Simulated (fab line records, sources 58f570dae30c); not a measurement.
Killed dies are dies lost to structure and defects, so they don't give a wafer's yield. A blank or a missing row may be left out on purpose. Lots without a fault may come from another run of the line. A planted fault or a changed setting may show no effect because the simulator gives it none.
One fault seen from 2 desks | flow berkeley_cmos170 | each desk has only its own numbers; what lay behind them comes last

THE METROLOGY DESK
What the gauges read, lot by lot, whatever tool the lot ran on: means of the sampled wafers that have a number. A lot is out of limits, marked OUT, if its mean lies more than 4 standard deviations from the usual mean; the brackets give that distance.
Columns: A = M1_AL_RS at UCB170_M1_RS_MEAS_01, usual 0.0486 ohm/sq; B = M1_AL_THK at UCB170_M1_THK_MEAS_02, usual 585 nm; C = cd_nm at UCB170_M1_CD_MEAS_09, usual 699.8 nm; D = M1_OVL at UCB170_M1_OVL_MEAS_10, usual 2 nm
lot  | first seen here | A      | B   | C     | D
L538 | day 8 04:29     | 0.0480 | 593 | 700.7 | -2
L537 | day 8 04:44     | 0.0479 | 589 | 701.3 | 2
L542 | day 9 04:04     | 0.0486 | 581 | 699.8 | -12
L550 | day 11 05:41    | 0.0496 | 578 | 700.5 | -4
L558 | day 12 22:32    | 0.0497 | 573 | 698.0 | -2
L559 | day 13 08:41    | 0.0489 | 581 | 699.4 | 1
This desk's finding: nothing out of limits on any of the 6 lots.

THE TOOL OWNER'S DESK: rie_metal-03
The tool's own readings at UCB170_M1_METAL_ETCH_12 (etches Al in Cl2/BCl3, stops on PSG, target depth 780 nm, time 130 s): means of the sampled wafers that have a number, for each lot that ran on this tool. A lot is out of limits, marked OUT, if its mean lies more than 4 standard deviations from the usual mean; the brackets give that distance.
Columns: A = chamber_pressure_mTorr at UCB170_M1_METAL_ETCH_12, usual 12.000 mTorr; B = drypump_motor_current_A at UCB170_M1_METAL_ETCH_12, usual 5.58 A; C = oes_product_au at UCB170_M1_METAL_ETCH_12, usual 0.856 a.u.; D = throttle_valve_pct at UCB170_M1_METAL_ETCH_12, usual 24.32 %
lot  | first seen here | A      | B    | C     | D
L542 | day 9 05:23     | 12.000 | 5.28 | 0.859 | 24.14
L558 | day 12 23:53    | 12.007 | 5.29 | 0.885 | 24.15
L559 | day 13 10:52    | 11.994 | 5.30 | 0.901 | 24.13
This desk's finding: nothing out of limits on any of the 3 lots.

PUT TOGETHER
The metrology desk saw nothing out of limits.
The tool owner's desk saw nothing out of limits.

WHAT THE SIMULATOR HAD PUT IN
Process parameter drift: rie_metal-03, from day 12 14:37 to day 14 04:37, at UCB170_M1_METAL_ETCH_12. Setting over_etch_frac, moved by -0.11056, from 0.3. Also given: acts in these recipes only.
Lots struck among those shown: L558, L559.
